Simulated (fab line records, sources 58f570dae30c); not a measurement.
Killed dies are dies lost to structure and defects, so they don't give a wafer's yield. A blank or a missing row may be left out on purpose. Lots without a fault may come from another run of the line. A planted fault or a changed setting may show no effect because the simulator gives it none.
Which tool did it? | flow berkeley_cmos170 | 7 lots, 21 wafers sampled, at 2 steps of a route of 331

WHAT THE GAUGES READ, wafer by wafer
UCB170_SPACER_THK_MEAS_01.
lot  | measured     | on            | SPACER_TEOS_THK (nm)
L839 | day 6 21:10  | film_metro-04 | 391 392 389
L842 | day 7 23:02  | film_metro-04 | 390 389 396
L844 | day 8 18:32  | film_metro-03 | 353 356 360
L848 | day 9 10:28  | film_metro-02 | 382 383 390
L852 | day 10 01:51 | film_metro-02 | 383 390 388
L853 | day 10 07:20 | film_metro-02 | 390 394 391
L858 | day 10 23:52 | film_metro-04 | 381 384 387

WHICH TOOL RAN EACH LOT (tool, then ch and the chambers of the sampled wafers, then the start)
lot  | UCB170_SPACER_CVD_00
L839 | pecvd-02 ch 0,1,2, day 6 21:08
L842 | pecvd-04 ch 1,2, day 7 22:59
L844 | pecvd-01 ch 0,1, day 8 18:30
L848 | pecvd-04 ch 0,2, day 9 10:23
L852 | pecvd-02 ch 1,2, day 10 01:47
L853 | pecvd-04 ch 0,1, day 10 07:17
L858 | pecvd-02 ch 1,2, day 10 23:50
- UCB170_SPACER_CVD_00: deposits SiO2 from TEOS/O2, target thk 376 nm, time 48.54 s.

THE ANSWER, worked out from the rows above alone
Rule: what is usual is taken from the lots themselves. Put in order of their means at a reading, lots are off if they are a third of the lots or fewer, leave a main group of 4 or more, and stand apart from it by a gap of 3 or more times the standard deviation of the main group's means; of several such gaps the widest counts. A main group whose means are all the same, to the digits that the tables above print for the reading, isn't used. A lot without any number at a reading at which 4 lots or more have one is off too. The other lots that the step has rows for count as sound.
Off: L844, at UCB170_SPACER_THK_MEAS_01 (SPACER_TEOS_THK). The main group: mean 388 nm, standard deviation 3.1.
A tool fits if, at a process step before that reading, it ran every lot that is off, and no sound lot after the first of them. The gauges at UCB170_SPACER_THK_MEAS_01 are tried like those tools. Can't be told from this: 2 tools fit, pecvd-01 at UCB170_SPACER_CVD_00, film_metro-03 at UCB170_SPACER_THK_MEAS_01.

WHAT THE SIMULATOR HAD PUT IN
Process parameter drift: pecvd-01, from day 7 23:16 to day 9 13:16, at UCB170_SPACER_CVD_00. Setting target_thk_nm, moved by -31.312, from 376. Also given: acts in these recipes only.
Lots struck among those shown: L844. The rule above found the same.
